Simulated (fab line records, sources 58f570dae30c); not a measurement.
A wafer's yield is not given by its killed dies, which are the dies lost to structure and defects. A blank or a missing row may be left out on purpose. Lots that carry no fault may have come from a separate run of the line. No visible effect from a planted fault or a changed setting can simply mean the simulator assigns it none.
2 desks looking at one fault | flow berkeley-cmos170 | numbers are kept per desk, each desk with only its own; the story behind them comes last

TOOL OWNER'S DESK, pecvd-01
The tool's own readings at UCB170_SPACER_CVD_00 (deposits SiO2 from TEOS/O2, target thk 376 nm, time 47 s): means of the sampled wafers that have a number, for each lot that ran on this tool. Marked OUT: a lot whose mean sits more than 4 standard deviations from the usual mean, which makes it out of limits; the brackets give that distance.
Columns: A = heater-power-w at UCB170_SPACER_CVD_00, usual 275 W; B = run-length-s at UCB170_SPACER_CVD_00, usual 74.8 s
lot  | first seen here | A   | B
L399 | day 5 23:38     | 322 | 74.6
L401 | day 6 18:31     | 299 | 75.1
L409 | day 8 12:35     | 372 | 78.7 (+9.8) OUT
This desk finds L409 out of limits, L409 being first, at day 8 12:35 (run-length-s at UCB170_SPACER_CVD_00). L399, L401 stayed within limits.

THE METROLOGY DESK
Lot by lot, what the gauges showed, no matter which tool ran the lot: averages of those sampled wafers that carry a number. Marked OUT: a lot whose mean sits more than 4 standard deviations from the usual mean, which makes it out of limits; the brackets give that distance.
Columns: A = SPACER_TEOS_THK at UCB170_SPACER_THK_MEAS_01, usual 378 nm; B = cd-nm at UCB170_NSD_CD_MEAS_06, usual 1200.1 nm; C = NSD_OVL at UCB170_NSD_OVL_MEAS_07, usual 0 nm
lot  | first seen here | A              | B      | C
L399 | day 5 23:41     | 383            | 1200.0 | 5
L401 | day 6 18:35     | 375            | 1199.8 | -1
L403 | day 7 08:47     | 376            | 1199.5 | 1
L405 | day 7 15:58     | 383            | 1201.8 | -8
L409 | day 8 12:38     | 403 (+5.6) OUT | 1202.2 | 0
L412 | day 9 04:30     | 381            | 1200.2 | -5
L410 | day 9 05:11     | 376            | 1197.7 | 4
L413 | day 9 16:14     | 376            | 1198.7 | -1
L415 | day 10 06:17    | 377            | 1198.4 | 1
L416 | day 10 07:17    | 377            | 1202.2 | 0
L414 | day 10 07:26    | 376            | 1197.7 | 1
L421 | day 11 02:11    | 376            | 1201.5 | -4
L420 | day 11 03:13    | 380            | 1199.3 | 4
This desk's result: L409 out of limits, first on L409 (SPACER_TEOS_THK at UCB170_SPACER_THK_MEAS_01), day 8 12:38. L399, L401, L403, L405, L412, L410, L413, L415, L416, L414, L421, L420 stayed within limits.

ALL TOGETHER
An alarm could have come from the tool owner's desk at day 8 12:35, on L409.
On L409, the metrology desk was in a position to raise an alarm at day 8 12:38.
All the named lots went through UCB170_SPACER_CVD_00 on pecvd-01.

WHAT THE SIMULATOR PUT IN
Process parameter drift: pecvd-01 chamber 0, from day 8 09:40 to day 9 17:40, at UCB170_SPACER_CVD_00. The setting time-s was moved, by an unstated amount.
Shown lots that were struck: L409.
Fault start to first reading out of limits, in hours, per desk: tool owner, 3; metrology, 3.
